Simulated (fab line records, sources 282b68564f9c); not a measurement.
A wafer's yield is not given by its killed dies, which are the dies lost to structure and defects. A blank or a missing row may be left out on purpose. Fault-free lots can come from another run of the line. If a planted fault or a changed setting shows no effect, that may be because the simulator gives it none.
Lot-split experiment ; flow rit_cmos ; 23 wafers read from 5 lots, route of 202 steps

== THE SPLIT ==
At RIT_REOX_OXIDATION_03 (target thk 25.2 nm, ox time 5580 s), the setting ox_time_s was moved away from the recipe's 5580 s on 15 of the 23 wafers read, by -14.2% to -11.5%. For the rest of the wafers, this setting stayed at what the recipe calls for.

Reading taken at the split's own step.

== THE READING ==
SiO2_of_REOX_OXIDATION_03.thk_nm (the simulator's own value, which no gauge read), in nm, at RIT_REOX_OXIDATION_03 (target thk 25.2 nm, ox time 5580 s). No usual value for it is given in the file. Average 24.82 nm, standard deviation 0.29 nm, over the 8 wafers here run with the recipe.

wafer;tool, chamber at the split;ox_time_s as run, s;against the recipe;SiO2_of_REOX_OXIDATION_03.thk_nm, nm;against lot-mates on the recipe
L074.2;furnace-01, 0;5580;recipe;24.33;-
L074.4;furnace-01, 0;5580;recipe;24.62;-
L074.6;furnace-01, 0;5580;recipe;24.79;-
L076.1;-, -;4789;-14.2%;23.44;no lot-mate on the recipe
L076.2;-, -;4789;-14.2%;22.77;no lot-mate on the recipe
L076.3;-, -;4789;-14.2%;23.23;no lot-mate on the recipe
L076.5;-, -;4789;-14.2%;22.98;no lot-mate on the recipe
L076.6;-, -;4789;-14.2%;22.62;no lot-mate on the recipe
L079.1;-, -;4895;-12.3%;23.14;no lot-mate on the recipe
L079.2;-, -;4895;-12.3%;22.86;no lot-mate on the recipe
L079.3;-, -;4895;-12.3%;22.72;no lot-mate on the recipe
L079.4;-, -;4895;-12.3%;22.61;no lot-mate on the recipe
L079.6;-, -;4895;-12.3%;23.17;no lot-mate on the recipe
L080.1;-, -;4939;-11.5%;23.39;no lot-mate on the recipe
L080.2;-, -;4939;-11.5%;23.63;no lot-mate on the recipe
L080.3;-, -;4939;-11.5%;23.32;no lot-mate on the recipe
L080.4;-, -;4939;-11.5%;24.02;no lot-mate on the recipe
L080.6;-, -;4939;-11.5%;23.64;no lot-mate on the recipe
L084.1;-, -;5580;recipe;25.17;-
L084.2;-, -;5580;recipe;24.88;-
L084.4;-, -;5580;recipe;24.73;-
L084.5;-, -;5580;recipe;24.71;-
L084.6;-, -;5580;recipe;25.31;-

THE FIT
A straight line over all 23 wafers: SiO2_of_REOX_OXIDATION_03.thk_nm changes by +0.131 nm for each +1% of ox_time_s; r = +0.92; the points scatter about the line by 0.35 nm.
Too few moved wafers with a lot-mate on the recipe to fit a line net of each lot's own level.

== THE FILE'S OWN FIT ==
SiO2_of_REOX_OXIDATION_03.thk_nm changes by +0.131 nm for each +1% of ox_time_s, r = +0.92.
